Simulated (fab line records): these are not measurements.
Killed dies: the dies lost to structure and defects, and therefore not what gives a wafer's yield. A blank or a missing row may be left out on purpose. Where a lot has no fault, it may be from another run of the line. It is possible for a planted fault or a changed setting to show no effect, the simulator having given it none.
One fault seen from 2 desks ; flow berkeleyCmos170 ; only its own numbers are on each desk; what lay behind them is given at the end

FOR THE TOOL OWNER'S DESK: implanter-03
The tool's own readings at UCB170_PVT_IMPLANT_07, given as means over the sampled wafers that have a number, one for each lot that went through this tool. Any lot whose mean is over 4 standard deviations away from the usual mean is out of limits and marked OUT; that distance is given in the brackets.
Columns: A = doseIonsCm2 at UCB170_PVT_IMPLANT_07, usual 2.0001e+12; B = faradayCurrentUA at UCB170_PVT_IMPLANT_07, usual 6.36
lot;first seen here;A;B
L823;day 7 10:36;2.0004e+12;6.43
L832;day 9 06:22;1.6613e+12 (-99 or more) OUT;5.32 (-8.7) OUT
L835;day 9 22:57;1.6593e+12 (-99 or more) OUT;5.22 (-9.5) OUT
This desk's verdict: out of limits on L832, L835, starting with L832 at day 9 06:22 (doseIonsCm2 at UCB170_PVT_IMPLANT_07). L823 stayed within limits.

FROM THE METROLOGY DESK
Lot by lot, what the gauges showed, no matter which tool ran the lot: averages of those sampled wafers that carry a number. Any lot whose mean is over 4 standard deviations away from the usual mean is out of limits and marked OUT; that distance is given in the brackets.
Columns: A = PWELL_TW at UCB170_PWELL_TW_MEAS_17, usual 375; B = ACTIVE_OVL at UCB170_ACTIVE_OVL_MEAS_14, usual 0 nm; C = PVT_TW at UCB170_PVT_TW_MEAS_09, usual 509
lot;first seen here;A;B;C
L821;day 3 10:41;376;3;506
L822;day 4 02:46;378;-1;502
L823;day 4 03:00;374;-1;502
L824;day 4 03:14;373;-0;510
L829;day 5 02:45;385;3;514
L833;day 5 17:44;370;0;517
L832;day 5 18:31;371;2;482
L835;day 6 07:23;369;1;472 (-4.8) OUT
L838;day 7 00:31;374;6;497
L839;day 7 10:29;380;1;518
L840;day 7 10:37;371;3;513
L841;day 7 18:02;385;-2;512
This desk's finding: out of limits on L835; first on L835, day 9 23:11 (PVT_TW at UCB170_PVT_TW_MEAS_09). L821, L822, L823, L824, L829, L833, L832, L838, L839, L840, L841 stayed within limits.

ALL TOGETHER
At day 9 06:22, on L832, L835, the tool owner's desk was in a position to raise an alarm.
On L835, the metrology desk was in a position to raise an alarm at day 9 23:11.
The metrology desk has L832 on record, within its limits.
The lots listed all ran UCB170_PVT_IMPLANT_07 on implanter-03.

WHAT THE SIMULATOR HAD INSERTED
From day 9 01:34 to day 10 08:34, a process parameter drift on implanter-03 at UCB170_PVT_IMPLANT_07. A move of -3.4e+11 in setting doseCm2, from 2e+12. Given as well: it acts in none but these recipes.
Shown lots that were struck: L832, L835.
Fault start to first reading out of limits, in hours, per desk: tool owner, 5; metrology, 22.
